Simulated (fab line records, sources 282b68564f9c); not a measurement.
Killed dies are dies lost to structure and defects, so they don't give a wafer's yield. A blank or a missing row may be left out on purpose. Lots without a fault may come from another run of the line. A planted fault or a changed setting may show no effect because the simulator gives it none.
Which tool did it? | flow rit_cmos | 14 lots, 42 wafers sampled, at 3 steps of a route of 202

WHAT THE GAUGES READ, wafer by wafer
RIT_NWELL_TW_MEAS_10.
lot  | measured    | on            | NWELL_TW
L962 | day 1 22:23 | film_metro-03 | 2156 2158 2151
L963 | day 2 02:25 | film_metro-04 | 2146 2140 2142
L964 | day 2 12:08 | film_metro-03 | 2162 2161 2165
L965 | day 2 14:46 | film_metro-04 | 2142 2149 2141
L966 | day 2 18:14 | film_metro-03 | 2157 2157 2145
L967 | day 3 00:53 | film_metro-04 | 2130 2129 2120
L969 | day 3 11:36 | film_metro-03 | 2164 2153 2153
L970 | day 3 17:57 | film_metro-01 | 2147 2154 2144
L971 | day 3 21:01 | film_metro-03 | 2163 2157 2160
L974 | day 4 11:53 | film_metro-03 | 2161 2157 2151
L976 | day 4 21:50 | film_metro-03 | 2169 2167 2175
L983 | day 6 07:14 | film_metro-03 | 2270 2281 2270
L984 | day 6 12:16 | film_metro-04 | 2220 2208 2207
L985 | day 6 19:56 | film_metro-01 | 2146 2138 2134

RIT_WELLDRIVE_RS_MEAS_01: measures by four-point-probe.
lot  | measured    | on            | NWELL_RS (ohm/sq)
L962 | day 2 05:05 | film_metro-03 | 275.9 275.8 275.8
L963 | day 2 11:06 | film_metro-03 | 275.5 275.3 276.4
L964 | day 2 19:25 | film_metro-03 | 274.3 274.9 274.5
L965 | day 2 23:25 | film_metro-04 | 275.2 274.3 274.3
L966 | day 3 01:04 | film_metro-03 | 277.0 276.9 277.5
L967 | day 3 07:35 | film_metro-04 | 276.4 276.0 275.1
L969 | day 3 20:28 | film_metro-04 | 274.5 276.0 276.0
L970 | day 4 01:35 | film_metro-01 | 276.1 276.3 276.6
L971 | day 4 06:27 | film_metro-04 | 275.5 275.5 275.6
L974 | day 4 20:38 | film_metro-04 | 276.6 275.8 276.3
L976 | day 5 05:28 | film_metro-04 | 274.2 274.3 274.4
L983 | day 6 14:50 | film_metro-03 | 251.9 252.1 251.5
L984 | day 6 20:16 | film_metro-01 | 252.9 252.6 252.5
L985 | day 7 03:32 | film_metro-04 | 275.9 275.0 275.1

WHICH TOOL RAN EACH LOT (tool, then ch and the chambers of the sampled wafers, then the start)
lot  | RIT_NWELL_IMPLANT_08
L962 | implanter-04 ch 0, day 1 22:04
L963 | implanter-04 ch 0, day 2 02:06
L964 | implanter-02 ch 0, day 2 11:50
L965 | implanter-04 ch 0, day 2 14:26
L966 | implanter-04 ch 0, day 2 17:55
L967 | implanter-04 ch 0, day 3 00:34
L969 | implanter-01 ch 0, day 3 11:08
L970 | implanter-01 ch 0, day 3 17:38
L971 | implanter-02 ch 0, day 3 20:41
L974 | implanter-04 ch 0, day 4 11:34
L976 | implanter-01 ch 0, day 4 21:32
L983 | implanter-04 ch 0, day 6 06:57
L984 | implanter-04 ch 0, day 6 11:57
L985 | implanter-01 ch 0, day 6 19:37
- RIT_NWELL_IMPLANT_08

WHAT THE TOOLS THEMSELVES READ (means of the sampled wafers that have a number; where no wafer has one, the mark that the record gives instead)
RIT_NWELL_IMPLANT_08.
lot  | tool         | dose_ions_cm2 | faraday_current_uA
L962 | implanter-04 | 5.002e+13     | 158
L963 | implanter-04 | 4.996e+13     | 160
L964 | implanter-02 | 4.995e+13     | 159
L965 | implanter-04 | 5.004e+13     | 157
L966 | implanter-04 | 4.995e+13     | 159
L967 | implanter-04 | 5.003e+13     | 157
L969 | implanter-01 | 4.999e+13     | 159
L970 | implanter-01 | 5.000e+13     | 159
L971 | implanter-02 | 5.000e+13     | 156
L974 | implanter-04 | 4.993e+13     | 160
L976 | implanter-01 | 4.999e+13     | 158
L983 | implanter-04 | 5.800e+13     | 180
L984 | implanter-04 | 5.806e+13     | 183
L985 | implanter-01 | 4.999e+13     | 159

THE ANSWER, worked out from the rows above alone
Rule: what is usual is taken from the lots themselves. Put in order of their means at a reading, lots are off if they are a third of the lots or fewer, leave a main group of 4 or more, and stand apart from it by a gap of 3 or more times the standard deviation of the main group's means; of several such gaps the widest counts. A main group whose means are all the same, to the digits that the tables above print for the reading, isn't used. A lot without any number at a reading at which 4 lots or more have one is off too. The other lots that the step has rows for count as sound. The gauges are gone through in route order, then the tools' own readings, and for those a lot's mean is taken as printed above. The first step at which some lot is off is used, and at that step the reading that is off furthest; a lot without a number counts as furthest.
Off: L983, L984, at RIT_NWELL_TW_MEAS_10 (NWELL_TW). The main group: mean 2151, standard deviation 11.
A tool fits if, at a process step before that reading, it ran every lot that is off, and no sound lot after the first of them. The gauges at RIT_NWELL_TW_MEAS_10 aren't tried: what is off there is off at RIT_NWELL_IMPLANT_08 too, on other tools, and a gauge's error can't cause that. One fits: implanter-04 at RIT_NWELL_IMPLANT_08. Its last sound lot is L974 (day 4 11:34), its first lot that is off L983 (day 6 06:57): a fault that began between those two fits.
The tool's own readings at RIT_NWELL_IMPLANT_08 bear it out: on the lots that are off they differ by more than 5 times the standard deviation of the sound lots' means. dose_ions_cm2 reads 5.803e+13 there against 4.999e+13 on the sound lots; faraday_current_uA reads 182 there against 158 on the sound lots.

WHAT THE SIMULATOR HAD PUT IN
Process parameter drift: implanter-04, from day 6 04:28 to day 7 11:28, at RIT_NWELL_IMPLANT_08. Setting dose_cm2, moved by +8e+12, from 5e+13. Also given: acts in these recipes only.
Lots struck among those shown: L983, L984. The rule above found the same.
